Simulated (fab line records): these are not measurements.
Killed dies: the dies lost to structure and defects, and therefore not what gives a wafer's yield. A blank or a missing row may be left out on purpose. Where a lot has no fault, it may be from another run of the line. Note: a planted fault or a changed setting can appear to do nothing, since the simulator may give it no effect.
Matching of chambers	flow berkeley-cmos170	3 sister chambers for UCB170_SPACER_CVD_00 on pecvd-02
The step deposits SiO2 from TEOS/O2, target thk 376 nm, time 47 s. 6 wafers are shown with their chamber, then 7 later ones without.

== EACH WAFER AND ITS CHAMBER ==
wafer	chamber	heater-power-w (W)
L360.2	1	182
L363.1	0	309
L363.2	2	315
L363.6	0	219
L366.3	2	319
L366.4	1	230

== WAFERS WITHOUT THEIR CHAMBER ==
wafer	heater-power-w (W)
L366.5	272
L365.1	279
L365.5	280
L365.6	246
L369.1	313
L369.2	263
L369.5	334

== EACH ONE'S CHAMBER ==
wafer	from the rows above	in truth
L366.5	can't be placed: 0 or 2 or 1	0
L365.1	can't be placed: 0 or 2 or 1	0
L365.5	can't be placed: 0 or 2 or 1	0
L365.6	can't be placed: 0 or 1 or 2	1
L369.1	can't be placed: 2 or 0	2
L369.2	can't be placed: 0 or 2 or 1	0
L369.5	can't be placed: 2 or 0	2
0 of 7 placed correctly. From these rows, 7 cannot be placed; in 7 the true chamber is one of the candidates. 0 placed wrongly.
How it was worked out, from the rows above alone: a wafer's distance from a chamber is the root of the sum, over the readings, of the square of ((its reading less the chamber's mean) divided by the reading's scatter). The wafer belongs to the nearest chamber; if the next one is less than 2 further off, it can't be placed. A chamber's mean is the mean of its shown wafers. How the scatter is found: for the shown wafers, subtract from each reading the mean of its chamber, square and add these, divide the total by (wafers less chambers), then take the root.
